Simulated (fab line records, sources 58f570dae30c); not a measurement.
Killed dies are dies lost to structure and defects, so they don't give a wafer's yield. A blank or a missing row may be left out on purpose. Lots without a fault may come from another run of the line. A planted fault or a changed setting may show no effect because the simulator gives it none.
Tool commonality check | flow berkeley_cmos170 | 14 lots, 48 wafers sampled

WHY IT WAS OPENED
At UCB170_GATE_THK_MEAS_02 the reading GATE_OXIDE_THK is flagged on 2 of 14 lots. Wafers without a fault read 6.53 nm, standard deviation 0.12.
Rule: a lot is flagged when every wafer of it that has a number lies more than 4 standard deviations from that mean, or none has a number. The other lots count as sound.

lot  | measured     | on            | GATE_OXIDE_THK (nm), wafer by wafer | flag
L567 | day 7 01:03  | film_metro-01 | 6.56 6.50 6.41                      |
L566 | day 7 01:04  | film_metro-02 | 6.75 6.78 6.71                      |
L568 | day 7 01:07  | film_metro-01 | 6.60 6.62 6.57                      |
L570 | day 7 17:52  | film_metro-01 | 6.48 6.51 6.50                      |
L574 | day 8 13:44  | film_metro-01 | 6.65 6.75 6.57                      |
L573 | day 8 18:15  | film_metro-01 | 10.36 10.15 10.30 10.33 10.20 10.28 | FLAGGED
L576 | day 8 23:44  | film_metro-01 | 10.55 10.74 10.53 10.53 10.79 10.56 | FLAGGED
L582 | day 10 13:33 | film_metro-03 | 6.45 6.42 6.51                      |
L583 | day 10 13:33 | film_metro-01 | 6.48 6.60 6.60                      |
L581 | day 10 13:38 | film_metro-01 | 6.56 6.60 6.72                      |
L588 | day 11 13:08 | film_metro-02 | 6.58 6.50 6.46                      |
L585 | day 11 13:08 | film_metro-03 | 6.38 6.42 6.42                      |
L586 | day 11 13:08 | film_metro-01 | 6.62 6.66 6.61                      |
L589 | day 11 23:50 | film_metro-03 | 6.57 6.53 6.50                      |
The numbers of the flagged lots are 10.44 nm on average: +3.91 nm against the usual, or +33 standard deviations.

WHICH TOOL RAN EACH LOT
The record holds 1 process step before the reading, out of a route of 331 steps. In each cell: the tool, then ch and the chambers that the sampled wafers went through, then the start.
lot  | flag    | UCB170_GATE_OXIDATION_01
L567 |         | furnace-04 ch 0, day 6 23:33
L566 |         | furnace-04 ch 0, day 6 23:33
L568 |         | furnace-04 ch 0, day 6 23:33
L570 |         | furnace-04 ch 0, day 7 16:22
L574 |         | furnace-01 ch 0, day 8 12:13
L573 | FLAGGED | furnace-01 ch 0, day 8 12:13
L576 | FLAGGED | furnace-04 ch 0, day 8 19:39 and furnace-01 ch 0, day 8 22:14
L582 |         | furnace-02 ch 0, day 10 12:03
L583 |         | furnace-02 ch 0, day 10 12:03
L581 |         | furnace-02 ch 0, day 10 12:03
L588 |         | furnace-01 ch 0, day 11 11:38
L585 |         | furnace-01 ch 0, day 11 11:38
L586 |         | furnace-01 ch 0, day 11 11:38
L589 |         | furnace-02 ch 0, day 11 22:20
What these steps do:
- UCB170_GATE_OXIDATION_01: target thk 6.6 nm, ox time 1800 s.
- UCB170_GATE_THK_MEAS_02

FLAGGED OVER TOTAL, TOOL BY TOOL (the gauges that took the reading come last)
step                     | tool          | lots run | flagged | share of the flagged lots | sound lots run after its first flagged lot
UCB170_GATE_OXIDATION_01 | furnace-01    | 6        | 2       | all                       | 3 (L585,L586,L588)
UCB170_GATE_OXIDATION_01 | furnace-02    | 4        | 0       | none                      | -
UCB170_GATE_OXIDATION_01 | furnace-04    | 5        | 1       | some                      | 0
UCB170_GATE_THK_MEAS_02  | film_metro-01 | 9        | 2       | all                       | 3 (L583,L581,L586)
UCB170_GATE_THK_MEAS_02  | film_metro-02 | 2        | 0       | none                      | -
UCB170_GATE_THK_MEAS_02  | film_metro-03 | 3        | 0       | none                      | -

WHAT THE TABLE ALLOWS
2 rows of the table ran every flagged lot: furnace-01 at UCB170_GATE_OXIDATION_01, film_metro-01 at UCB170_GATE_THK_MEAS_02.
- furnace-01 at UCB170_GATE_OXIDATION_01: 2 of its 6 lots flagged. Sound lots ran on it after the first flagged one (L585, L586, L588), which a lasting fault on the whole tool wouldn't allow.
- film_metro-01 at UCB170_GATE_THK_MEAS_02: 2 of its 9 lots flagged. Sound lots ran on it after the first flagged one (L583, L581, L586), which a lasting fault on the whole tool wouldn't allow.
No row of the table ran every flagged lot and no sound lot after the first.

WHAT THE SIMULATOR HAD PUT IN
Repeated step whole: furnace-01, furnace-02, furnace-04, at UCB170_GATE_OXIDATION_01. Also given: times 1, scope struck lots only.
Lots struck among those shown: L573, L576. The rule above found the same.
